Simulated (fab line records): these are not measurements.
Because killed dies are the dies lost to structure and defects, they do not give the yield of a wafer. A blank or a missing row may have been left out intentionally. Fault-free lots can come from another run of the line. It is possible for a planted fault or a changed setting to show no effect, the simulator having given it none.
One fault through the eyes of 2 desks -- flow rit-cmos -- only its own numbers are on each desk; what lay behind them is given at the end

== THE TOOL OWNER'S DESK: rie-si-02 ==
The tool's own readings at RIT_GATE_ETCH_19 (etches poly-Si in SF6/CHF3/O2, stops on SiO2, time 165 s, target depth 312.5 nm): means of the sampled wafers that have a number, for each lot that ran on this tool. The brackets show how far a lot's mean lies from the usual mean; more than 4 standard deviations puts the lot out of limits, marked OUT.
Columns: A = drypump-motor-current-A at RIT_GATE_ETCH_19, usual 5.9 A; B = oes-product-au at RIT_GATE_ETCH_19, usual 0.854 a.u.; C = run-length-s at RIT_GATE_ETCH_19, usual 193.5 s; D = throttle-valve-pct at RIT_GATE_ETCH_19, usual 10.27 %
lot,first seen here,A,B,C,D
L301,day 6 09:39,6.2,0.859,193.5,10.34
L305,day 6 21:49,6.2,0.820,204.3 (+31) OUT,10.36
L307,day 7 02:50,6.2,0.830,204.5 (+31) OUT,10.38
This desk's verdict: out of limits on L305, L307, starting with L305 at day 6 21:49 (run-length-s at RIT_GATE_ETCH_19). Within limits: L301.

== THE METROLOGY DESK ==
What the gauges read, lot by lot, whatever tool the lot ran on: means of the sampled wafers that have a number. The brackets show how far a lot's mean lies from the usual mean; more than 4 standard deviations puts the lot out of limits, marked OUT.
Columns: A = GATE_OXIDE_THK at RIT_GATE_THK_MEAS_07, usual 3.00 nm; B = GATE_POLY_THK at RIT_GATE_THK_MEAS_09, usual 251.1 nm; C = cd-nm at RIT_GATE_CD_MEAS_16, usual 149.7 nm; D = GATE_OVL at RIT_GATE_OVL_MEAS_17, usual -0.9 nm
lot,first seen here,A,B,C,D
L292,day 4 11:49,2.96,247.9,151.8,-0.3
L297,day 5 14:02,3.03,253.7,147.5,-0.4
L301,day 6 06:45,2.95,247.8,154.3,-1.5
L305,day 6 17:40,3.08,251.1,144.1,-1.6
L307,day 6 22:18,3.00,255.4,151.0,-2.8
L308,day 7 08:12,3.01,247.6,150.2,-1.0
Result from this desk: across the 6 lots, nothing is out of limits.

== BROUGHT TOGETHER ==
The tool owner's desk could have raised an alarm at day 6 21:49, on L305, L307.
Nothing out of limits was seen by the metrology desk.
The metrology desk holds a record of L305, L307, inside its limits.
The lots listed all ran RIT_GATE_ETCH_19 on rie-si-02.

== WHAT THE SIMULATOR HAD PUT IN ==
rie-si-02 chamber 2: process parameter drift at RIT_GATE_ETCH_19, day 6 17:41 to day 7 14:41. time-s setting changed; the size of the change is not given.
Struck lots among those shown: L305, L307.
Each desk's first reading out of limits, in hours after the fault started: the tool owner's desk, 4.
